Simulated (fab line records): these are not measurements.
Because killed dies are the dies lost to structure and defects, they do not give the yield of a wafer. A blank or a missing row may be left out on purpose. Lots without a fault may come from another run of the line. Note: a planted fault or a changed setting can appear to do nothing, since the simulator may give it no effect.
Lot-split experiment -- flow ritCmos -- on a route of 202 steps: 5 lots, 23 wafers read

== THE SPLIT ==
At RIT_NRETRO_IMPLANT_08, the setting doseCm2 was moved away from the recipe's 1e+13 on 8 of the 23 wafers read, by +4.3% to +6.8%. This setting was run at the recipe's value on the other wafers.

== THE PATH FROM SPLIT TO READING: the file shows 1 step between them ==
- RIT_NRETRO_STRIP_09: strips in O2, time 180 s

== THE READING ==
NRETRO_TW, at RIT_NRETRO_TW_MEAS_10. Fault-free wafers of this fab line usually give 1056, standard deviation 4.2.

wafer,"tool, chamber at the split",doseCm2 as run,against the recipe,NRETRO_TW,against lot-mates on the recipe
L074.1,"implanter-03, 0",1e+13,recipe,1054,-
L074.2,"implanter-03, 0",1.068e+13,+6.8%,1084,+29
L074.3,"implanter-03, 0",1.068e+13,+6.8%,1073,+18
L074.5,"implanter-03, 0",1.068e+13,+6.8%,1077,+22
L074.6,"implanter-03, 0",1e+13,recipe,1056,-
L076.2,"implanter-03, 0",1e+13,recipe,1061,-
L076.5,"implanter-03, 0",1e+13,recipe,1054,-
L076.6,"implanter-03, 0",1e+13,recipe,1049,-
L080.1,"implanter-03, 0",1e+13,recipe,1056,-
L080.2,"implanter-03, 0",1e+13,recipe,1055,-
L080.3,"implanter-03, 0",1e+13,recipe,1054,-
L080.4,"implanter-03, 0",1e+13,recipe,1051,-
L080.5,"implanter-03, 0",1e+13,recipe,1049,-
L083.1,"implanter-04, 0",1.066e+13,+6.6%,1069,+14
L083.2,"implanter-04, 0",1.066e+13,+6.6%,1081,+26
L083.3,"implanter-04, 0",1.066e+13,+6.6%,1077,+22
L083.4,"implanter-04, 0",1e+13,recipe,1050,-
L083.5,"implanter-04, 0",1e+13,recipe,1059,-
L085.1,"implanter-04, 0",1e+13,recipe,1058,-
L085.2,"implanter-04, 0",1e+13,recipe,1055,-
L085.3,"implanter-04, 0",1.043e+13,+4.3%,1068,+11
L085.4,"implanter-04, 0",1e+13,recipe,1058,-
L085.6,"implanter-04, 0",1.043e+13,+4.3%,1064,+7

FIT RESULTS
A straight line over all 23 wafers: NRETRO_TW changes by +3.26 for each +1% of doseCm2; r = +0.93; the points scatter about the line by 4.1.
The same after taking each lot's own level away (the mean of its wafers on the recipe; 23 wafers): +3.19 for each +1%; r = +0.92; scatter 4.1.
The reading moves by 22 for the largest change in doseCm2, on that fit.
Measured against the standard deviation above, the lots' own levels, which go from 1053.0 to 1057.0, span 1.0 times it.
The two slopes are in agreement: the lot-to-lot level therefore moves the slope only a little.
Check: for one of the wafers moved furthest among these (+6.8%), held out of the fit, the line's prediction against its lot-mates is +20.1. Against them it came out at +29.

== THESE WAFERS: OTHER SPLITS ==
These wafers also went through other splits before the reading. Each is held against what the fit with the lots' levels taken away leaves over:
other split on the same wafers,wafers away from the commonest value,r with NRETRO_TW (lot level and that fit taken away)
RIT_ACTIVE_CVD_03 tempC,10,-0.01
RIT_ACTIVE_EXPOSE_08 doseMj,8,-0.06
RIT_ACTIVE_ETCH_13 overEtchFrac,5,-0.01
RIT_NWELL_SOFTBAKE_02 tempC,12,+0.39
RIT_NWELL_IMPLANT_08 energyKev,10,+0.14
RIT_PWELL_IMPLANT_08 energyKev,5,-0.05
RIT_NRETRO_COAT_01 spinRpm,8,-0.06

== FILE'S OWN FIT ==
NRETRO_TW changes by +3.07 for each +1% of doseCm2, r = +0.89.
